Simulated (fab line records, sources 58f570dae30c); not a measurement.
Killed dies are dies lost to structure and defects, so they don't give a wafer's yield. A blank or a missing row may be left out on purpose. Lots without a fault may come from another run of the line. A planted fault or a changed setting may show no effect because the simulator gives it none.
fab line records | flow berkeley_cmos170 | part 1 of 2: steps 1 to 40 of 44
record lots=6 wafers=18 last_day=12
route steps=331 shown CONTACT@226 M1@238 V1@254 M3@331
lots that met no fault: from a run of the same line without faults
start_h: hours from the record's first day to the start of the lot's first wafer shown | wait_h: hours since the lot's step before | " the same as in the row above | L1.1+2: a row that stands for several wafers | - no value, or no start given | * or withheld: withheld | < > ~ a bound
route shown NAME@n: a module of which the file shows steps, and the number in the route of the first | usual: mean/standard deviation of fault-free wafers | same: alike in all rows | chamber/n: place in a boat | sites: the reading at each site | _std_site: their standard deviation | _edge_site: outer sites' mean less inner sites' | radius_mm: how far each site lies from the wafer's centre | mask NAME#n: copy n | behind: the tool/chamber that last shaped the wafer | hold: why the lot was held/for how many hours/how that ended | device: the transistor (n, p or np) that didn't switch | end of line: the same wafers' tests at the end of the route | a step without rows: its recipe alone | killed: dies lost to structure and defects at the first sort, not the wafer's yield | map: a wafer's dies, x killed, . not, _ none there
set.NAME: the setting as run; set.NAME@STEP: as run at that earlier step | model.NAME: the simulator's own value behind a step, which no gauge read
lots at some steps of the route; a table a step, a row a wafer
services: from which hour (start_h, from the record's first day; less than 0 if before it) a tool's chamber was out of use, for how many hours, and why
## steps
# step UCB170_CONTACT_COAT_10
# recipe resist=KrF spin_rpm=1500 resist_thk_nm=900
# step UCB170_CONTACT_SOFTBAKE_11
# recipe resist=KrF temp_c=130 time_s=60
# step UCB170_CONTACT_EXPOSE_12
# recipe mask_id=CONT target_cd_nm=700 na=0.5 sigma_outer=0.6 source_shape=conventional dose_mj=35
# step UCB170_CONTACT_PEB_13
# recipe peb_temp_c=130 peb_time_s=withheld resist=KrF
# step UCB170_CONTACT_DEVELOP_14
# recipe developer=TMAH develop_time_s=45 resist=KrF dev_temp_c=21
# step UCB170_CONTACT_CD_MEAS_15
# recipe target_cd_nm=700
# usual cd_nm=700.5/1.5
# columns lot.wafer tool chamber start_h wait_h cd_nm
L328.2 cd_sem-01 - 177.39 - 700.1
L328.3 " - " " 700.4
L328.5 " - " " 700.9
L337.1 cd_sem-02 - 210.66 - 702.3
L337.4 " - " " 701.2
L337.5 " - " " 700.9
L339.1 cd_sem-01 - 229.51 - 703.3
L339.3 " - " " 704.1
L339.6 " - " " 702.3
L341.1 cd_sem-01 - 231.38 - 689.5
L341.3 " - " " 689.6
L341.4 " - " " 689.1
L348.2 cd_sem-01 - 263.91 - 700.5
L348.4 " - " " 701.8
L348.6 " - " " 700.5
L350.1 cd_sem-01 - 277.38 - 699.8
L350.4 " - " " 701.0
L350.5 " - " " 700.8
# step UCB170_CONTACT_OVL_MEAS_16
# usual CONTACT_OVL=-2/5.5
# columns lot.wafer tool chamber start_h wait_h CONTACT_OVL[nm]
L328.2 overlay-01 - 177.50 0.1 0
L328.3 " - " " 2
L328.5 " - " " -3
L337.1 overlay-02 - 210.78 0.1 3
L337.4 " - " " 0
L337.5 " - " " -1
L339.1 overlay-01 - 229.63 0.1 -5
L339.3 " - " " -2
L339.6 " - " " 1
L341.1 overlay-01 - 231.50 0.1 8
L341.3 " - " " 4
L341.4 " - " " -4
L348.2 overlay-01 - 264.02 0.1 -2
L348.4 " - " " 0
L348.6 " - " " -1
L350.1 overlay-01 - 277.50 0.1 5
L350.4 " - " " 0
L350.5 " - " " -5
# step UCB170_CONTACT_ETCH_17
# recipe chemistry=N2/H2 target_depth_a=withheld overetch_a=withheld target=BARC time_s=withheld source_w=500 bias_w=100 pressure_mtorr=30 n2_flow_sccm=100 h2_flow_sccm=200
# usual bias_w=100.06/0.28 chamber_pressure_mTorr=30.00/0.031 drypump_motor_current_A=5.6/0.31 n2_flow_sccm=99.96/0.28 oes_product_au=0.997/0.02 throttle_valve_pct=13.39/0.15
# columns lot.wafer tool chamber start_h wait_h bias_w chamber_pressure_mTorr drypump_motor_current_A n2_flow_sccm oes_product_au throttle_valve_pct
L328.2 rie_diel-04 1 177.53 0.0 100.26 30.06 5.7 99.99 1.014 13.31
L328.3 " 2 " " 99.49 30.03 5.5 99.66 1.000 13.30
L328.5 " 0 " " 99.60 30.00 5.7 100.04 0.976 13.28
L337.1 rie_diel-03 3 210.81 0.0 100.16 29.94 6.2 99.91 0.998 13.62
L337.4 " 2 " " 99.72 29.96 4.9 99.73 0.964 13.51
L337.5 " 1 " " 100.09 30.00 5.8 99.68 0.975 13.46
L339.1 rie_diel-03 0 229.66 0.0 100.08 30.01 5.5 99.48 0.984 13.37
L339.3 " 1 " " 99.93 30.03 5.8 100.22 0.977 13.48
L339.6 " 0 " " 99.82 30.01 5.6 99.76 0.990 13.38
L341.1 rie_diel-01 0 231.54 0.0 99.71 30.02 5.7 100.18 1.029 13.52
L341.3 " 2 " " 100.34 30.03 5.5 99.96 0.955 13.10
L341.4 " 3 " " 100.21 30.03 5.5 99.56 1.021 13.72
L348.2 rie_diel-04 1 264.05 0.0 100.00 29.97 5.6 99.19 1.009 13.31
L348.4 " 3 " " 100.17 30.07 6.0 99.75 0.996 13.42
L348.6 " 2 " " 100.08 29.95 5.6 100.09 1.001 13.36
L350.1 rie_diel-03 3 277.53 0.0 100.93 30.03 6.2 100.47 0.999 13.61
L350.4 " 1 " " 100.40 30.02 5.7 100.41 0.981 13.48
L350.5 " 3 " " 100.29 29.99 6.2 100.18 1.014 13.61
# step UCB170_CONTACT_ETCH_18
# recipe chemistry=CHF3/CF4/Ar target=PSG stop_on=TiSi2 CHF3_flow_sccm=45 cf4_flow_sccm=15 Ar_flow_sccm=150 pressure_mtorr=200 rf_w=700 target_depth_a=8400 over_etch_frac=0.2 time_s=195
# usual chamber_pressure_mTorr=200.01/0.18 drypump_motor_current_A=5.6/0.3 mfc_ar_sccm=150.0/0.41 oes_product_au=0.895/0.013 throttle_valve_pct=6.98/0.13
# columns lot.wafer tool chamber start_h wait_h chamber_pressure_mTorr drypump_motor_current_A mfc_ar_sccm oes_product_au rf_hours_counter_h throttle_valve_pct
L328.2 rie_diel-04 1 - - 199.88 5.7 149.9 0.890 5 6.86
L328.3 " 2 " " 200.15 5.5 149.8 0.896 143 6.99
L328.5 " 0 " " 199.85 5.7 150.2 0.876 - 6.86
L337.1 rie_diel-03 3 - - 199.86 6.2 150.8 0.911 23 7.10
L337.4 " 2 " " 200.00 4.9 150.4 0.884 90 7.13
L337.5 " 1 " " 199.93 5.7 149.8 0.878 - 7.06
L339.1 rie_diel-03 0 - - 199.79 5.6 150.9 0.901 5 6.86
L339.3 " 1 " " 200.42 5.7 150.0 0.888 14 7.05
L339.6 " 0 " " 199.77 5.5 151.2 0.893 - 6.86
L341.1 rie_diel-01 0 - - 199.93 5.6 150.8 0.911 22 7.17
L341.3 " 2 " " 199.81 5.5 149.9 0.875 10 6.85
L341.4 " 3 " " 199.89 5.5 149.7 0.910 91 7.21
L348.2 rie_diel-04 1 - - 200.07 5.6 149.5 0.903 11 6.87
L348.4 " 3 " " 200.06 6.1 149.7 0.916 113 7.03
L348.6 " 2 " " 200.11 5.5 150.1 0.921 - 6.99
L350.1 rie_diel-03 3 - - 200.20 6.2 150.4 0.919 27 7.10
L350.4 " 1 " " 199.86 5.7 150.0 0.885 16 7.07
L350.5 " 3 " " 200.01 6.2 150.5 0.919 - 7.11
# step UCB170_CONTACT_STRIP_19
# recipe chemistry=O2 power_w=400 pressure_mtorr=3500 platen_temp_c=withheld o2_flow_sccm=400 overash_fraction=0.5
# usual chamber_pressure_mTorr=3500/3.2 drypump_motor_current_A=5.8/0.65 oes_product_au=0.725/0.0045
# columns lot.wafer tool chamber start_h wait_h chamber_pressure_mTorr drypump_motor_current_A oes_product_au rf_hours_counter_h
L328.2 plasma_asher-04 1 177.70 - 3498 5.5 0.727 40
L328.3 " 0 " " 3500 5.4 0.735 -
L328.5 " 1 " " 3505 5.5 0.719 -
L337.1 plasma_asher-04 0 210.98 - 3502 5.5 0.720 43
L337.4 " 0 " " 3500 5.5 0.725 -
L337.5 " 1 " " 3496 5.5 0.719 -
L339.1 plasma_asher-02 1 229.83 - 3497 4.8 0.717 51
L339.3 " 0 " " 3501 6.4 0.727 -
L339.6 " 1 " " 3498 4.8 0.724 -
L341.1 plasma_asher-02 1 231.70 - 3499 4.8 0.726 51
L341.3 " 0 " " 3499 6.4 0.727 -
L341.4 " 1 " " 3499 4.8 0.727 -
L348.2 plasma_asher-02 0 264.21 - 3501 6.4 0.726 55
L348.4 " 0 " " 3503 6.4 0.726 -
L348.6 " 1 " " 3498 4.8 0.717 -
L350.1 plasma_asher-01 0 277.70 - 3500 6.7 0.725 18
L350.4 " 0 " " 3503 6.7 0.724 -
L350.5 " 1 " " 3503 5.5 0.723 -
# step UCB170_CONTACT_CD_MEAS_90
# recipe target_cd_nm=700
# usual cd_nm=700.2/1.5
# columns lot.wafer tool chamber start_h wait_h cd_nm
L328.2 cd_sem-02 - 177.82 0.1 700.3
L328.3 " - " " 701.1
L328.5 " - " " 700.6
L337.1 cd_sem-01 - 211.08 0.1 702.9
L337.4 " - " " 701.3
L337.5 " - " " 699.8
L339.1 cd_sem-02 - 229.93 0.1 702.7
L339.3 " - " " 702.1
L339.6 " - " " 701.9
L341.1 cd_sem-02 - 231.80 0.1 689.0
L341.3 " - " " 689.0
L341.4 " - " " 688.8
L348.2 cd_sem-02 - 264.33 0.1 700.4
L348.4 " - " " 700.9
L348.6 " - " " 700.7
L350.1 cd_sem-02 - 277.80 0.1 698.6
L350.4 " - " " 698.3
L350.5 " - " " 700.2
# step UCB170_CONTACT_CLEAN_20
# recipe chemistry=SPM temp_c=120 time_s=600
# step UCB170_M1_SPUTTER_00
# recipe material=Al target_thk_nm=600 time_s=80 power_w=6000 chamber_pressure_pa=0.5
# usual throttle_valve_pct=30.3/1.1
# columns lot.wafer tool chamber start_h wait_h throttle_valve_pct model.Al_of_M1_SPUTTER_00.thk_nm
L328.2 pvd_sputter-03 - 178.09 0.0 32.7 597.1
L328.3 " - " " 30.0 599.9
L328.5 " - " " 30.1 602.5
L337.1 pvd_sputter-04 - 211.41 0.0 29.5 599
L337.4 " - " " 31.1 597
L337.5 " - " " 29.6 602
L339.1 pvd_sputter-03 - 230.22 0.0 28.2 656.9
L339.3 " - " " 30.1 662.9
L339.6 " - " " 29.9 665.3
L341.1 pvd_sputter-03 - 232.10 0.0 28.3 648.5
L341.3 " - " " 29.9 653.9
L341.4 " - " " 32.6 655.2
L348.2 pvd_sputter-04 - 264.64 0.0 29.9 601.7
L348.4 " - " " 30.8 602.6
L348.6 " - " " 30.9 603.9
L350.1 pvd_sputter-02 - 278.09 0.0 29.9 610.2
L350.4 " - " " 32.3 604.9
L350.5 " - " " 30.9 608.9
# step UCB170_M1_RS_MEAS_01
# recipe thk_meas_gauge=four-point-probe reads=Al_of_M1_SPUTTER_00
# usual M1_AL_RS=0.0484/0.00054
# columns lot.wafer tool chamber start_h wait_h M1_AL_RS[ohm/sq]
L328.2 film_metro-01 - 178.17 0.1 0.0488
L328.3 " - " " 0.0485
L328.5 " - " " 0.0484
L337.1 film_metro-03 - 211.47 0.0 0.0487
L337.4 " - " " 0.0488
L337.5 " - " " 0.0484
L339.1 film_metro-03 - 230.29 0.0 0.0443
L339.3 " - " " 0.0439
L339.6 " - " " 0.0437
L341.1 film_metro-03 - 232.17 0.0 0.0448
L341.3 " - " " 0.0446
L341.4 " - " " 0.0444
L348.2 film_metro-03 - 264.72 0.1 0.0483
L348.4 " - " " 0.0484
L348.6 " - " " 0.0483
L350.1 film_metro-02 - 278.16 0.0 0.0477
L350.4 " - " " 0.0481
L350.5 " - " " 0.0478
# step UCB170_M1_THK_MEAS_02
# recipe thk_meas_gauge=xrf reads=Al_of_M1_SPUTTER_00
# usual M1_AL_THK=605/6.8
# columns lot.wafer tool chamber start_h wait_h M1_AL_THK[nm]
L328.2 film_metro-01 - 178.28 0.1 602
L328.3 " - " " 604
L328.5 " - " " 609
L337.1 film_metro-03 - 211.59 0.1 606
L337.4 " - " " 605
L337.5 " - " " 610
L339.1 film_metro-03 - 230.41 0.1 663
L339.3 " - " " 671
L339.6 " - " " 672
L341.1 film_metro-03 - 232.29 0.1 653
L341.3 " - " " 658
L341.4 " - " " 662
L348.2 film_metro-03 - 264.83 0.1 605
L348.4 " - " " 612
L348.6 " - " " 610
L350.1 film_metro-02 - 278.28 0.1 612
L350.4 " - " " 608
L350.5 " - " " 608
# step UCB170_M1_COAT_03
# recipe resist=BARC temp_c=withheld time_s=withheld spin_rpm=3000 resist_thk_nm=withheld
# step UCB170_M1_COAT_04
# recipe resist=KrF spin_rpm=1500 resist_thk_nm=900
# step UCB170_M1_SOFTBAKE_05
# recipe resist=KrF temp_c=130 time_s=60
# step UCB170_M1_EXPOSE_06
# recipe mask_id=METAL1 target_cd_nm=700 na=0.5 sigma_outer=0.6 source_shape=conventional dose_mj=21
# step UCB170_M1_PEB_07
# recipe peb_temp_c=130 peb_time_s=withheld resist=KrF
# step UCB170_M1_DEVELOP_08
# recipe developer=TMAH develop_time_s=45 resist=KrF dev_temp_c=21
# step UCB170_M1_CD_MEAS_09
# recipe target_cd_nm=700
# usual cd_nm=699.4/1.6
# columns lot.wafer tool chamber start_h wait_h cd_nm
L328.2 cd_sem-01 - 179.19 - 701.1
L328.3 " - " " 700.3
L328.5 " - " " 701.3
L337.1 cd_sem-01 - 213.91 - 698.7
L337.4 " - " " 698.9
L337.5 " - " " 698.1
L339.1 cd_sem-02 - 232.20 - 697.8
L339.3 " - " " 697.9
L339.6 " - " " 698.3
L341.1 cd_sem-02 - 233.41 - 699.4
L341.3 " - " " 698.7
L341.4 " - " " 700.0
L348.2 cd_sem-01 - 267.85 - 702.8
L348.4 " - " " 701.9
L348.6 " - " " 701.7
L350.1 cd_sem-01 - 279.83 - 698.3
L350.4 " - " " 697.5
L350.5 " - " " 698.5
# step UCB170_M1_OVL_MEAS_10
# usual M1_OVL=1/4
# columns lot.wafer tool chamber start_h wait_h M1_OVL[nm]
L328.2 overlay-02 - 179.30 0.1 4
L328.3 " - " " 2
L328.5 " - " " -7
L337.1 overlay-02 - 214.03 0.1 -2
L337.4 " - " " 4
L337.5 " - " " -4
L339.1 overlay-01 - 232.32 0.1 -1
L339.3 " - " " 3
L339.6 " - " " 1
L341.1 overlay-02 - 233.53 0.1 -5
L341.3 " - " " 0
L341.4 " - " " 2
L348.2 overlay-01 - 267.95 0.1 -1
L348.4 " - " " 0
L348.6 " - " " 1
L350.1 overlay-02 - 279.95 0.1 3
L350.4 " - " " 1
L350.5 " - " " 0
# step UCB170_M1_ETCH_11
# recipe chemistry=N2/H2 target_depth_a=withheld overetch_a=withheld target=BARC time_s=withheld source_w=500 bias_w=100 pressure_mtorr=30 n2_flow_sccm=100 h2_flow_sccm=200
# step UCB170_M1_METAL_ETCH_12
# recipe chemistry=Cl2/BCl3 target=Al stop_on=PSG pressure_mtorr=12 target_depth_a=7800 over_etch_frac=0.3 time_s=130 icp_w=600 bias_w=120 Cl2_flow_sccm=90 bcl3_flow_sccm=45
# usual bias_w=120.0/0.36 chamber_pressure_mTorr=12.003/0.011 drypump_motor_current_A=5.6/0.55 oes_product_au=0.862/0.017 throttle_valve_pct=24.50/0.18
# columns lot.wafer tool chamber start_h wait_h bias_w chamber_pressure_mTorr drypump_motor_current_A oes_product_au rf_hours_counter_h throttle_valve_pct
L328.2 rie_metal-02 0 179.37 - 120.4 11.995 6.3 0.848 5 24.56
L328.3 " 1 " " 120.0 11.986 5.9 0.867 - 24.55
L328.5 " 1 " " 119.6 11.999 5.9 0.874 - 24.54
L337.1 rie_metal-03 1 214.11 - 119.7 12.014 4.8 0.891 8 24.49
L337.4 " 0 " " 120.6 11.984 5.6 0.854 - 24.75
L337.5 " 1 " " 120.0 12.013 4.8 0.891 - 24.46
L339.1 rie_metal-02 1 232.40 - 120.4 11.989 5.9 0.912 2 24.52
L339.3 " 1 " " 119.9 11.990 5.9 0.923 - 24.52
L339.6 " 1 " " 120.6 11.997 5.9 0.920 - 24.53
L341.1 rie_metal-01 0 233.60 - 119.3 12.005 5.2 0.872 0 24.31
L341.3 " 1 " " 119.9 12.005 5.0 0.880 - 24.03
L341.4 " 0 " " 119.9 12.018 5.2 0.889 - 24.30
L348.2 rie_metal-01 0 268.02 - 120.2 11.991 5.2 0.841 2 24.33
L348.4 " 0 " " 120.3 12.038 5.2 0.838 - 24.31
L348.6 " 1 " " 119.9 12.002 5.0 0.839 - 24.05
L350.1 rie_metal-02 1 280.03 - 119.9 11.993 5.9 0.879 3 24.55
L350.4 " 1 " " 120.4 12.025 5.9 0.867 - 24.54
L350.5 " 1 " " 120.7 12.010 5.9 0.874 - 24.54
# step UCB170_M1_STRIP_13
# recipe chemistry=O2 power_w=400 pressure_mtorr=3500 platen_temp_c=withheld o2_flow_sccm=400 overash_fraction=0.5
# step UCB170_M1_CD_MEAS_90
# recipe target_cd_nm=700
# usual cd_nm=700.0/2.2
# columns lot.wafer tool chamber start_h wait_h cd_nm
L328.2 cd_sem-01 - 179.63 0.1 701.2
L328.3 " - " " 702.5
L328.5 " - " " 702.7
L337.1 cd_sem-02 - 214.34 0.1 697.9
L337.4 " - " " 697.6
L337.5 " - " " 697.9
L339.1 cd_sem-01 - 232.64 0.1 700.0
L339.3 " - " " 699.5
L339.6 " - " " 701.6
L341.1 cd_sem-01 - 233.88 0.1 697.7
L341.3 " - " " 700.4
L341.4 " - " " 699.9
L348.2 cd_sem-02 - 268.28 0.1 700.4
L348.4 " - " " 700.7
L348.6 " - " " 705.6
L350.1 cd_sem-01 - 280.31 0.1 699.3
L350.4 " - " " 700.5
L350.5 " - " " 700.5
# step UCB170_M1_ANNEAL_14
# recipe temp_c=400 time_s=1200 ambient=forming_gas
# step UCB170_V1_CVD_00
# recipe material=SiO2 target_thk_nm=2000 temp_c=390 precursor=TEOS/O2 time_s=250 rf_w=550 pressure_mtorr=9000
# usual heater_power_w=258/60
# columns lot.wafer tool chamber start_h wait_h heater_power_w
L328.2 pecvd-02 1 185.56 0.0 248
L328.3 " 0 " " 327
L328.5 " 1 " " 175
L337.1 pecvd-04 2 218.63 0.0 401
L337.4 " 0 " " 156
L337.5 " 1 " " 277
L339.1 pecvd-02 2 238.12 0.0 235
L339.3 " 1 " " 253
L339.6 " 1 " " 172
L341.1 pecvd-02 0 238.28 0.2 283
L341.3 " 1 " " 197
L341.4 " 0 " " 343
L348.2 pecvd-04 1 271.59 0.0 257
L348.4 " 0 " " 155
L348.6 " 1 " " 207
L350.1 pecvd-02 1 285.91 0.0 253
L350.4 " 2 " " 287
L350.5 " 1 " " 172
# step UCB170_V1_THK_MEAS_01
# recipe reads=SiO2_of_V1_CVD_00
# usual V1_TEOS_THK=2005/26
# columns lot.wafer tool chamber start_h wait_h V1_TEOS_THK[nm]
L328.2 film_metro-04 - 185.72 0.1 2014
L328.3 " - " " 1971
L328.5 " - " " 2020
L337.1 film_metro-03 - 218.79 0.1 1989
L337.4 " - " " 2006
L337.5 " - " " 1999
L339.1 film_metro-03 - 238.28 0.1 1981
L339.3 " - " " 2002
L339.6 " - " " 2028
L341.1 film_metro-04 - 238.44 0.1 2004
L341.3 " - " " 2022
L341.4 " - " " 2019
L348.2 film_metro-03 - 271.76 0.1 1985
L348.4 " - " " 2062
L348.6 " - " " 2038
L350.1 film_metro-02 - 286.06 0.1 1981
L350.4 " - " " 2021
L350.5 " - " " 2018
# step UCB170_V1_CMP_02
# recipe material=SiO2 down_force_psi=6 platen_rpm=60 pad_velocity_m_s=0.75398
# step UCB170_V1_BOW_MEAS_03
# recipe mode=bow
# usual V1_BOW=20/6.9
# columns lot.wafer tool chamber start_h wait_h V1_BOW[um]
L328.2 film_metro-04 - 186.15 0.3 15
L328.3 " - " " 26
L328.5 " - " " 13
L337.1 film_metro-02 - 219.15 0.2 13
L337.4 " - " " 18
L337.5 " - " " 31
L339.1 film_metro-02 - 238.64 0.1 20
L339.3 " - " " 19
L339.6 " - " " 23
L341.1 film_metro-03 - 238.94 0.1 19
L341.3 " - " " 26
L341.4 " - " " 26
L348.2 film_metro-03 - 272.13 0.2 29
L348.4 " - " " 29
L348.6 " - " " 23
L350.1 film_metro-02 - 286.42 0.1 30
L350.4 " - " " 21
L350.5 " - " " 15
# step UCB170_V1_THK_MEAS_04
# recipe reads=SiO2_of_V1_CVD_00
# usual V1_POLISHED_THK=1000.5/1.1
# columns lot.wafer tool chamber start_h wait_h V1_POLISHED_THK[nm]
L328.2 film_metro-04 - 186.26 0.1 1000.0
L328.3 " - " " 1000.5
L328.5 " - " " 1001.4
L337.1 film_metro-02 - 219.27 0.1 1001.5
L337.4 " - " " 1001.2
L337.5 " - " " 1001.9
L339.1 film_metro-02 - 238.76 0.1 1000.5
L339.3 " - " " 999.3
L339.6 " - " " 999.6
L341.1 film_metro-03 - 239.06 0.1 999.5
L341.3 " - " " 1000.5
L341.4 " - " " 1000.5
L348.2 film_metro-03 - 272.24 0.1 1000.2
L348.4 " - " " 1003.3
L348.6 " - " " 1002.5
L350.1 film_metro-02 - 286.54 0.1 999.2
L350.4 " - " " 999.8
L350.5 " - " " 1000.7
# step UCB170_V1_CLEAN_05
# recipe chemistry=DIW
# step UCB170_V1_HMDS_06
# recipe prime_time_s=60 prime_temp_c=100
# step UCB170_V1_COAT_07
# recipe resist=KrF spin_rpm=1500 resist_thk_nm=900
# step UCB170_V1_SOFTBAKE_08
# recipe resist=KrF temp_c=130 time_s=60
# step UCB170_V1_EXPOSE_09
# recipe mask_id=VIA1 target_cd_nm=700 na=0.5 sigma_outer=0.6 source_shape=conventional dose_mj=37
# step UCB170_V1_PEB_10
# recipe peb_temp_c=130 peb_time_s=withheld resist=KrF
# step UCB170_V1_DEVELOP_11
# recipe developer=TMAH develop_time_s=45 resist=KrF dev_temp_c=21
## key
first_sign step=UCB170_M1_RS_MEAS_01 reading=M1_AL_RS direction=down sigmas=7.6 usual=0.0484 struck=0.0443
effect step=UCB170_M1_THK_MEAS_02 reading=M1_AL_THK direction=up sigmas=8.6 usual=605 struck=663
model_effect step=UCB170_M1_SPUTTER_00 value=Al_of_M1_SPUTTER_00.thk_nm without=597.9 struck=657.1
model_effect step=UCB170_V1_ETCH_14 value=Al_of_M1_SPUTTER_00.thk_nm without=599 struck=658.2
model_effect step=UCB170_M3_PROBE_99 value=etest.m1_comb_over_steps.leak_log10_a_um without=-12.75 struck=-12.14
met_at UCB170_M1_SPUTTER_00
struck_wafers L339.1,L339.3,L339.6,L341.1,L341.3,L341.4
loop_trim step=UCB170_CONTACT_EXPOSE_12 setting=dose lots=L341
onset_between 178.09 230.22
fault kind=process_parameter_drift tool=pvd_sputter-03 chamber=- onset_h=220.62 steps=UCB170_M1_SPUTTER_00 channel=target_thk_nm offset=59.179 shape=step end_h=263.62 acts_in=these_recipes_only stated=600
# loop_trim: a control loop set the setting to another value than it would have without faults
